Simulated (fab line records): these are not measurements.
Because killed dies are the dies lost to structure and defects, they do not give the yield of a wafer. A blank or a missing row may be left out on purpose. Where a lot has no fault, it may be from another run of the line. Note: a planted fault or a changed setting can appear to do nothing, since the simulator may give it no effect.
fab line records -- flow ritCmos
record: lots: 14, wafers: 42, lastDay: 7
route steps=202 shown GATE@85 NLDD@113 PSD@150 CONTACT@179
lots that met no fault: taken from a fault-free run of the same line
startH: hours from the record's opening day to when the first of the lot's shown wafers began -- waitH: time in hours since the lot's previous step -- " the same as in the row above -- L1.1+2: several wafers, shown together as one row -- - either no value or no given start -- * or withheld: withheld -- < > ~ a bound
route shown NAME@n: a module of which the file shows steps, and the number in the route of the first -- usual: average and standard deviation across the fault-free wafers -- same: alike in all rows -- chamber/n: place in a boat -- sites: the reading at each site -- _std_site: the values' standard deviation -- _edge_site: inner sites' mean taken away from outer sites' mean -- radiusMm: for every site, how far away it sits from the centre of the wafer -- mask NAME#n: copy n -- behind: the last tool/chamber to shape the wafer -- hold: why the lot went on hold/how many hours it stayed there/how the hold came to an end -- device: names the non-switching transistor (n, p or np) -- end of line: tests of these same wafers at the route's end -- where a step has no rows: the recipe by itself -- killed: dies that structure and defects cost at the first sort, which is not the same as the wafer's yield -- map: the dies of a wafer, with x for killed, . for not killed, _ for no die there
set.NAME: the setting the step ran with; set.NAME@STEP: the setting that earlier step ran with -- model.NAME: the simulator's own value behind a step, which no gauge read
route steps across a sampled set of lots; one table per step, one row per wafer
services: the hour from which a tool's chamber was out of use, counted from the record's first day as startH (under 0 if before that day), plus the number of hours and why
== steps ==
step: RIT_GATE_THK_MEAS_09
recipe: reads: poly-Si_of_GATE_CVD_08
usual: GATE_POLY_THK: 249.5/2.2
lot.wafer,tool,chamber,startH,waitH,GATE_POLY_THK[nm]
L372.1,filmMetro-02,-,40.05,0.0,254.8
L372.2,filmMetro-02,-,40.05,0.0,252.5
L372.4,filmMetro-02,-,40.05,0.0,254.6
L373.2,filmMetro-04,-,46.30,0.0,250.3
L373.4,filmMetro-04,-,46.30,0.0,249.5
L373.5,filmMetro-04,-,46.30,0.0,249.9
L374.1,filmMetro-03,-,52.18,0.0,252.0
L374.3,filmMetro-03,-,52.18,0.0,251.0
L374.5,filmMetro-03,-,52.18,0.0,251.6
L376.1,filmMetro-02,-,61.53,0.0,251.0
L376.3,filmMetro-02,-,61.53,0.0,248.4
L376.5,filmMetro-02,-,61.53,0.0,250.0
L377.4,filmMetro-02,-,65.07,0.0,250.8
L377.5,filmMetro-02,-,65.07,0.0,250.7
L377.6,filmMetro-02,-,65.07,0.0,250.2
L378.1,filmMetro-04,-,72.59,0.0,248.5
L378.2,filmMetro-04,-,72.59,0.0,246.7
L378.5,filmMetro-04,-,72.59,0.0,247.0
L380.1,filmMetro-04,-,81.91,0.0,247.9
L380.3,filmMetro-04,-,81.91,0.0,249.1
L380.5,filmMetro-04,-,81.91,0.0,248.7
L381.2,filmMetro-04,-,96.04,0.0,251.9
L381.4,filmMetro-04,-,96.04,0.0,253.4
L381.5,filmMetro-04,-,96.04,0.0,250.2
L383.2,filmMetro-02,-,97.66,0.0,248.0
L383.4,filmMetro-02,-,97.66,0.0,249.6
L383.5,filmMetro-02,-,97.66,0.0,248.7
L385.2,filmMetro-04,-,114.85,0.0,246.4
L385.3,filmMetro-04,-,114.85,0.0,247.6
L385.5,filmMetro-04,-,114.85,0.0,246.6
L388.2,filmMetro-04,-,127.80,0.0,251.0
L388.4,filmMetro-04,-,127.80,0.0,249.9
L388.6,filmMetro-04,-,127.80,0.0,249.4
L389.2,filmMetro-04,-,130.23,0.0,245.6
L389.3,filmMetro-04,-,130.23,0.0,245.7
L389.4,filmMetro-04,-,130.23,0.0,245.6
L390.4,filmMetro-03,-,133.30,0.0,247.7
L390.5,filmMetro-03,-,133.30,0.0,251.0
L390.6,filmMetro-03,-,133.30,0.0,248.2
L394.2,filmMetro-04,-,150.48,0.0,248.6
L394.5,filmMetro-04,-,150.48,0.0,249.0
L394.6,filmMetro-04,-,150.48,0.0,250.6
step: RIT_NLDD_TW_MEAS_10
usual: NLDD_TW: 2503/18
lot.wafer,tool,chamber,startH,waitH,NLDD_TW
L372.1,filmMetro-04,-,46.64,0.1,2538
L372.2,filmMetro-04,-,46.64,0.1,2528
L372.4,filmMetro-04,-,46.64,0.1,2535
L373.2,filmMetro-04,-,52.72,0.1,2526
L373.4,filmMetro-04,-,52.72,0.1,2529
L373.5,filmMetro-04,-,52.72,0.1,2517
L374.1,filmMetro-03,-,59.27,0.1,2482
L374.3,filmMetro-03,-,59.27,0.1,2490
L374.5,filmMetro-03,-,59.27,0.1,2508
L376.1,filmMetro-03,-,67.81,0.1,2483
L376.3,filmMetro-03,-,67.81,0.1,2468
L376.5,filmMetro-03,-,67.81,0.1,2484
L377.4,filmMetro-03,-,71.52,0.1,2466
L377.5,filmMetro-03,-,71.52,0.1,2486
L377.6,filmMetro-03,-,71.52,0.1,2482
L378.1,filmMetro-03,-,78.78,0.1,2491
L378.2,filmMetro-03,-,78.78,0.1,2508
L378.5,filmMetro-03,-,78.78,0.1,2507
L380.1,filmMetro-03,-,91.35,0.1,2497
L380.3,filmMetro-03,-,91.35,0.1,2505
L380.5,filmMetro-03,-,91.35,0.1,2502
L381.2,filmMetro-03,-,104.84,0.1,2503
L381.4,filmMetro-03,-,104.84,0.1,2489
L381.5,filmMetro-03,-,104.84,0.1,2485
L383.2,filmMetro-04,-,105.08,0.1,2514
L383.4,filmMetro-04,-,105.08,0.1,2521
L383.5,filmMetro-04,-,105.08,0.1,2516
L385.2,filmMetro-03,-,122.42,0.1,2487
L385.3,filmMetro-03,-,122.42,0.1,2495
L385.5,filmMetro-03,-,122.42,0.1,2500
L388.2,filmMetro-04,-,133.90,0.1,2525
L388.4,filmMetro-04,-,133.90,0.1,2531
L388.6,filmMetro-04,-,133.90,0.1,2524
L389.2,filmMetro-03,-,136.31,0.1,2494
L389.3,filmMetro-03,-,136.31,0.1,2473
L389.4,filmMetro-03,-,136.31,0.1,2466
L390.4,filmMetro-04,-,139.49,0.1,2531
L390.5,filmMetro-04,-,139.49,0.1,2505
L390.6,filmMetro-04,-,139.49,0.1,2520
L394.2,filmMetro-03,-,156.78,0.1,2504
L394.5,filmMetro-03,-,156.78,0.1,2490
L394.6,filmMetro-03,-,156.78,0.1,2481
step: RIT_PSD_IMPLANT_08
recipe: species: BF2, energyKev: 27, doseCm2: 5e+15, tiltDeg: 7
usual: beamEnergyKeV: 27.000/0.0087, beamOnS: 12.1/0.91, tiltDeg: 6.998/0.017
lot.wafer,tool,chamber,startH,waitH,beamEnergyKeV,beamOnS,tiltDeg
L372.1,implanter-03,0,53.45,0.1,27.003,13.4,7.005
L372.2,implanter-03,0,53.45,0.1,27.001,13.7,7.047
L372.4,implanter-03,0,53.45,0.1,27.008,13.1,7.011
L373.2,implanter-03,0,59.44,0.1,26.976,13.4,6.977
L373.4,implanter-03,0,59.44,0.1,27.000,13.3,7.003
L373.5,implanter-03,0,59.44,0.1,27.007,13.8,7.025
L374.1,implanter-02,0,66.02,0.1,27.001,11.2,6.968
L374.3,implanter-02,0,66.02,0.1,27.002,11.2,6.966
L374.5,implanter-02,0,66.02,0.1,26.993,11.3,6.967
L376.1,implanter-02,0,74.51,0.1,26.995,11.3,6.981
L376.3,implanter-02,0,74.51,0.1,27.002,11.2,6.978
L376.5,implanter-02,0,74.51,0.1,27.006,11.3,6.993
L377.4,implanter-01,0,79.25,0.1,27.011,11.8,6.995
L377.5,implanter-01,0,79.25,0.1,27.016,11.5,6.981
L377.6,implanter-01,0,79.25,0.1,27.019,11.7,7.002
L378.1,implanter-01,0,86.41,0.1,26.990,11.7,7.001
L378.2,implanter-01,0,86.41,0.1,26.993,12.1,7.006
L378.5,implanter-01,0,86.41,0.1,27.000,12.1,6.974
L380.1,implanter-03,0,98.99,0.1,27.007,13.3,7.017
L380.3,implanter-03,0,98.99,0.1,27.001,12.9,7.005
L380.5,implanter-03,0,98.99,0.1,27.004,13.7,6.979
L381.2,implanter-02,0,111.58,0.1,26.992,11.0,7.004
L381.4,implanter-02,0,111.58,0.1,26.989,11.5,7.024
L381.5,implanter-02,0,111.58,0.1,26.982,11.8,7.018
L383.2,implanter-01,0,112.75,0.1,27.014,12.2,6.981
L383.4,implanter-01,0,112.75,0.1,26.999,12.4,6.987
L383.5,implanter-01,0,112.75,0.1,27.006,11.8,6.953
L385.2,implanter-03,0,129.36,0.1,27.001,13.2,6.996
L385.3,implanter-03,0,129.36,0.1,27.003,13.2,6.970
L385.5,implanter-03,0,129.36,0.1,27.007,13.1,6.978
L388.2,implanter-02,0,140.47,0.1,26.993,10.7,7.017
L388.4,implanter-02,0,140.47,0.1,27.008,11.4,6.971
L388.6,implanter-02,0,140.47,0.1,26.996,11.3,7.020
L389.2,implanter-01,-,143.85,0.1,-,-,-
L389.3,implanter-01,-,143.85,0.1,-,-,-
L389.4,implanter-01,-,143.85,0.1,-,-,-
L390.4,implanter-02,-,148.63,0.1,-,-,-
L390.5,implanter-02,-,148.63,0.1,-,-,-
L390.6,implanter-02,-,148.63,0.1,-,-,-
L394.2,implanter-02,0,164.47,0.1,27.000,11.3,6.987
L394.5,implanter-02,0,164.47,0.1,26.998,11.4,7.005
L394.6,implanter-02,0,164.47,0.1,26.983,11.4,6.992
step: RIT_PSD_TW_MEAS_10
usual: PSD_TW: 3446/26
lot.wafer,tool,chamber,startH,waitH,PSD_TW
L372.1,filmMetro-04,-,53.77,0.1,3476
L372.2,filmMetro-04,-,53.77,0.1,3483
L372.4,filmMetro-04,-,53.77,0.1,3474
L373.2,filmMetro-01,-,59.75,0.1,3443
L373.4,filmMetro-01,-,59.75,0.1,3449
L373.5,filmMetro-01,-,59.75,0.1,3448
L374.1,filmMetro-03,-,66.35,0.1,3417
L374.3,filmMetro-03,-,66.35,0.1,3417
L374.5,filmMetro-03,-,66.35,0.1,3417
L376.1,filmMetro-01,-,74.83,0.1,3417
L376.3,filmMetro-01,-,74.83,0.1,3409
L376.5,filmMetro-01,-,74.83,0.1,3396
L377.4,filmMetro-04,-,79.53,0.1,3479
L377.5,filmMetro-04,-,79.53,0.1,3487
L377.6,filmMetro-04,-,79.53,0.1,3484
L378.1,filmMetro-01,-,86.73,0.1,3437
L378.2,filmMetro-01,-,86.73,0.1,3403
L378.5,filmMetro-01,-,86.73,0.1,3400
L380.1,filmMetro-03,-,99.31,0.1,3421
L380.3,filmMetro-03,-,99.31,0.1,3431
L380.5,filmMetro-03,-,99.31,0.1,3422
L381.2,filmMetro-04,-,111.89,0.1,3474
L381.4,filmMetro-04,-,111.89,0.1,3474
L381.5,filmMetro-04,-,111.89,0.1,3502
L383.2,filmMetro-01,-,113.06,0.1,3431
L383.4,filmMetro-01,-,113.06,0.1,3455
L383.5,filmMetro-01,-,113.06,0.1,3463
L385.2,filmMetro-01,-,129.67,0.1,3449
L385.3,filmMetro-01,-,129.67,0.1,3448
L385.5,filmMetro-01,-,129.67,0.1,3449
L388.2,filmMetro-01,-,140.78,0.1,3452
L388.4,filmMetro-01,-,140.78,0.1,3449
L388.6,filmMetro-01,-,140.78,0.1,3439
L389.2,filmMetro-01,-,144.16,0.1,30
L389.3,filmMetro-01,-,144.16,0.1,30
L389.4,filmMetro-01,-,144.16,0.1,30
L390.4,filmMetro-01,-,148.91,0.1,30
L390.5,filmMetro-01,-,148.91,0.1,30
L390.6,filmMetro-01,-,148.91,0.1,30
L394.2,filmMetro-04,-,164.78,0.1,3461
L394.5,filmMetro-04,-,164.78,0.1,3453
L394.6,filmMetro-04,-,164.78,0.1,3475
step: RIT_SDANNEAL_RS_MEAS_04
recipe: thkMeasGauge: four-point-probe
usual: PSD_RS: 115.90/0.26
lot.wafer,tool,chamber,startH,waitH,PSD_RS[ohm/sq]
L372.1,filmMetro-03,-,54.26,0.0,115.97
L372.2,filmMetro-03,-,54.26,0.0,115.77
L372.4,filmMetro-03,-,54.26,0.0,115.57
L373.2,filmMetro-04,-,60.27,0.1,115.83
L373.4,filmMetro-04,-,60.27,0.1,116.11
L373.5,filmMetro-04,-,60.27,0.1,116.17
L374.1,filmMetro-04,-,66.85,0.0,115.87
L374.3,filmMetro-04,-,66.85,0.0,115.77
L374.5,filmMetro-04,-,66.85,0.0,115.97
L376.1,filmMetro-01,-,75.35,0.0,115.63
L376.3,filmMetro-01,-,75.35,0.0,115.59
L376.5,filmMetro-01,-,75.35,0.0,115.57
L377.4,filmMetro-01,-,80.04,0.1,115.79
L377.5,filmMetro-01,-,80.04,0.1,115.94
L377.6,filmMetro-01,-,80.04,0.1,115.89
L378.1,filmMetro-03,-,87.22,0.0,116.47
L378.2,filmMetro-03,-,87.22,0.0,116.66
L378.5,filmMetro-03,-,87.22,0.0,116.18
L380.1,filmMetro-03,-,99.80,0.0,115.86
L380.3,filmMetro-03,-,99.80,0.0,116.04
L380.5,filmMetro-03,-,99.80,0.0,115.97
L381.2,filmMetro-01,-,112.38,0.1,116.22
L381.4,filmMetro-01,-,112.38,0.1,116.18
L381.5,filmMetro-01,-,112.38,0.1,116.36
L383.2,filmMetro-01,-,113.56,0.1,115.81
L383.4,filmMetro-01,-,113.56,0.1,116.00
L383.5,filmMetro-01,-,113.56,0.1,115.78
L385.2,filmMetro-01,-,130.17,0.1,115.40
L385.3,filmMetro-01,-,130.17,0.1,115.76
L385.5,filmMetro-01,-,130.17,0.1,115.68
L388.2,filmMetro-03,-,141.30,0.1,116.39
L388.4,filmMetro-03,-,141.30,0.1,115.94
L388.6,filmMetro-03,-,141.30,0.1,116.37
L389.2,filmMetro-04,-,145.12,0.1,133.04
L389.3,filmMetro-04,-,145.12,0.1,132.92
L389.4,filmMetro-04,-,145.12,0.1,133.25
L390.4,filmMetro-01,-,149.60,0.1,132.97
L390.5,filmMetro-01,-,149.60,0.1,132.78
L390.6,filmMetro-01,-,149.60,0.1,132.86
L394.2,filmMetro-01,-,165.27,0.1,115.71
L394.5,filmMetro-01,-,165.27,0.1,116.18
L394.6,filmMetro-01,-,165.27,0.1,116.00
step: RIT_CONTACT_ETCH_11
recipe: targetDepthA: 4800, overEtchFrac: 0.2, stopOn: TiSi2, chemistry: CHF3/CF4/Ar, target: SiO2, CHF3_flow_sccm: 50, cf4FlowSccm: 10, Ar_flow_sccm: 100, O2_flow_sccm: 5, pressureMtorr: 100, rfW: 200, timeS: 320
usual: O2_flow_sccm: 5.001/0.015, drypumpMotorCurrentA: 5.8/0.39, oesProductAu: 0.992/0.014, throttleValvePct: 8.77/0.14
same: overEtchFrac: 0.2
lot.wafer,tool,chamber,startH,waitH,O2_flow_sccm,drypumpMotorCurrentA,oesProductAu,rfHoursCounterH,throttleValvePct
L372.1,rieDiel-02,2,56.76,0.1,4.974,6.6,1.011,123,8.70
L372.2,rieDiel-02,3,56.76,0.1,5.013,5.6,0.987,2,8.64
L372.4,rieDiel-02,1,56.76,0.1,4.994,5.8,1.000,3,8.85
L373.2,rieDiel-04,2,62.63,0.1,5.005,5.6,0.991,7,8.55
L373.4,rieDiel-04,0,62.63,0.1,5.017,5.3,0.999,25,8.94
L373.5,rieDiel-04,3,62.63,0.1,4.999,6.5,0.996,-,8.84
L374.1,rieDiel-04,2,69.26,0.1,5.012,5.6,0.994,7,8.56
L374.3,rieDiel-04,3,69.26,0.1,5.002,6.6,1.005,120,8.84
L374.5,rieDiel-04,1,69.26,0.1,4.955,6.0,0.987,-,8.79
L376.1,rieDiel-02,2,78.04,0.1,5.010,6.6,1.021,124,8.71
L376.3,rieDiel-02,3,78.04,0.1,4.994,5.6,0.997,3,8.65
L376.5,rieDiel-02,3,78.04,0.1,5.025,5.6,0.993,-,8.62
L377.4,rieDiel-01,2,82.39,0.1,5.002,5.7,0.988,70,9.08
L377.5,rieDiel-01,2,82.39,0.1,5.003,5.7,0.993,-,9.08
L377.6,rieDiel-01,1,82.39,0.1,5.014,5.8,0.998,-,8.78
L378.1,rieDiel-04,0,89.72,0.1,5.008,5.3,0.987,26,8.93
L378.2,rieDiel-04,1,89.72,0.1,4.987,6.0,0.984,23,8.77
L378.5,rieDiel-04,2,89.72,0.1,5.024,5.6,0.982,-,8.57
L380.1,rieDiel-04,3,102.36,0.1,5.008,6.5,1.010,121,8.85
L380.3,rieDiel-04,0,102.36,0.1,4.991,5.2,0.997,26,8.94
L380.5,rieDiel-04,2,102.36,0.1,5.012,5.7,0.992,-,8.57
L381.2,rieDiel-04,0,114.77,0.1,5.007,5.2,0.988,26,8.95
L381.4,rieDiel-04,1,114.77,0.1,4.974,5.9,0.977,23,8.78
L381.5,rieDiel-04,2,114.77,0.1,4.976,5.6,0.995,-,8.56
L383.2,rieDiel-02,3,116.04,0.1,5.015,5.7,0.997,4,8.62
L383.4,rieDiel-02,1,116.04,0.1,5.004,5.8,1.001,3,8.85
L383.5,rieDiel-02,3,116.04,0.1,5.010,5.7,0.996,-,8.63
L385.2,rieDiel-02,1,132.70,0.1,5.043,5.8,1.002,4,8.88
L385.3,rieDiel-02,2,132.70,0.1,5.014,6.5,1.017,125,8.71
L385.5,rieDiel-02,0,132.70,0.1,5.008,5.5,0.978,-,8.64
L388.2,rieDiel-04,3,143.79,0.1,4.989,6.5,1.001,122,8.83
L388.4,rieDiel-04,2,143.79,0.1,5.021,5.6,0.990,-,8.56
L388.6,rieDiel-04,3,143.79,0.1,5.001,6.5,0.996,-,8.84
L394.2,rieDiel-02,0,167.84,0.1,4.967,5.5,0.988,39,8.65
L394.5,rieDiel-02,1,167.84,0.1,4.999,5.8,1.003,-,8.85
L394.6,rieDiel-02,0,167.84,0.1,4.994,5.5,0.984,-,8.65
== services ==
tool,chamber,startH,hours,kind
rieDiel-04,-,44.32,1.1,repair
rieDiel-01,3,55.12,1.8,repair
rieDiel-04,1,72.82,5.1,repair
rieDiel-02,-,94.44,2.3,repair
rieDiel-02,3,116.31,9.5,repair
implanter-03,-,120.14,0.5,repair
implanter-01,-,123.12,0.5,repair
rieDiel-04,0,134.61,20.5,repair
rieDiel-01,1,135.40,-,clean
rieDiel-01,1,135.40,14.6,scheduledDown
rieDiel-01,1,135.40,14.6,ventCycle
rieDiel-02,1,139.20,3.0,repair
rieDiel-04,2,147.52,5.1,repair
== key ==
firstSign: step: RIT_PSD_IMPLANT_08, reading: toolRecord, direction: missing
effect: step: RIT_PSD_TW_MEAS_10, reading: PSD_TW, direction: down, sigmas: 99+, usual: 3446, struck: 30
effect: step: RIT_SDANNEAL_RS_MEAS_04, reading: PSD_RS, direction: up, sigmas: 65, usual: 115.90, struck: 132.97
metAt RIT_PSD_IMPLANT_08
struckLots L389,L390
laterRowsLeftOut L389.2,L389.3,L389.4,L390.4,L390.5,L390.6
sortLeftOut L389.2,L389.3,L389.4,L390.4,L390.5,L390.6
testerLeftOut L389,L390
notActingAt RIT_GATE_THK_MEAS_09,RIT_NLDD_TW_MEAS_10,RIT_CONTACT_ETCH_11
onsetBetween 140.47 143.85
fault: kind: skippedStepWhole, tool: implanter-01,implanter-02, chamber: -, onsetH: 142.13, steps: RIT_PSD_IMPLANT_08, scope: struckLotsOnly
testerLeftOut: of these lots the tester's yield and bins aren't shown, on N5 and GAA mostly nor the transistor test; their killed dies are dies lost to structure and defects alone, not to doping, threshold or leakage, so they don't give the yield
sortLeftOut: the simulated sort isn't trusted on such a fault, so these wafers' sort isn't shown, and their yield isn't known
laterRowsLeftOut: the simulator's readings of these wafers behind a module that went badly wrong aren't trusted and aren't shown, but for the sort
